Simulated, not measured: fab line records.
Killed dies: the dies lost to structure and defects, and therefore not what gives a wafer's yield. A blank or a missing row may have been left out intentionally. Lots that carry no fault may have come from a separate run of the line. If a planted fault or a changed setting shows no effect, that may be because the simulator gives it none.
The same fault as seen by 2 desks | flow ritCmos | numbers are kept per desk, each desk with only its own; the story behind them comes last

== THE METROLOGY DESK ==
Means of the sampled wafers that have a number, per lot and without regard to the tool the lot ran on: this is what the gauges read. Any lot whose mean is over 4 standard deviations away from the usual mean is out of limits and marked OUT; that distance is given in the brackets.
Columns: A = PWELL_OVL at RIT_PWELL_OVL_MEAS_06, usual -1.4 nm; B = PWELL_TW at RIT_PWELL_TW_MEAS_10, usual 950; C = NWELL_RS at RIT_WELLDRIVE_RS_MEAS_01, usual 275.7 ohm/sq; D = PWELL_RS at RIT_WELLDRIVE_RS_MEAS_02, usual 434.5 ohm/sq; E = NRETRO_OVL at RIT_NRETRO_OVL_MEAS_06, usual -1.2 nm
lot  | first seen here | A    | B   | C     | D     | E
L420 | day 2 14:50     | -3.5 | 962 | 275.8 | 435.9 | -1.4
L424 | day 3 12:10     | -1.5 | 938 | 275.8 | 433.0 | -1.3
L425 | day 3 16:52     | -3.4 | 936 | 275.6 | 437.6 | -1.5
L426 | day 3 21:07     | -1.9 | 951 | 276.2 | 432.8 | -2.0
L434 | day 5 12:52     | -0.9 | 952 | 275.7 | 435.0 | 0.0
L440 | day 6 17:22     | -0.6 | 951 | 275.0 | 434.4 | 0.7
This desk's verdict: no lot among the 6 shows anything out of limits.

== DESK OF THE TOOL OWNER: lithoTrack-04 ==
At RIT_NRETRO_SOFTBAKE_02 (time 60 s), the tool's own readings, given per lot that ran on this tool as the mean of the sampled wafers with a number. Any lot whose mean is over 4 standard deviations away from the usual mean is out of limits and marked OUT; that distance is given in the brackets.
Columns: A = heaterPowerTotalW at RIT_NRETRO_SOFTBAKE_02, usual 34.56 W
lot  | first seen here | A
L424 | day 3 19:52     | 34.55
L425 | day 4 00:03     | 34.55
L426 | day 4 03:58     | 34.58
This desk's verdict: no lot among the 3 shows anything out of limits.

== ALL TOGETHER ==
At the metrology desk, nothing out of limits was observed.
The tool owner's desk saw nothing out of limits.

== WHAT THE SIMULATOR HAD PUT IN ==
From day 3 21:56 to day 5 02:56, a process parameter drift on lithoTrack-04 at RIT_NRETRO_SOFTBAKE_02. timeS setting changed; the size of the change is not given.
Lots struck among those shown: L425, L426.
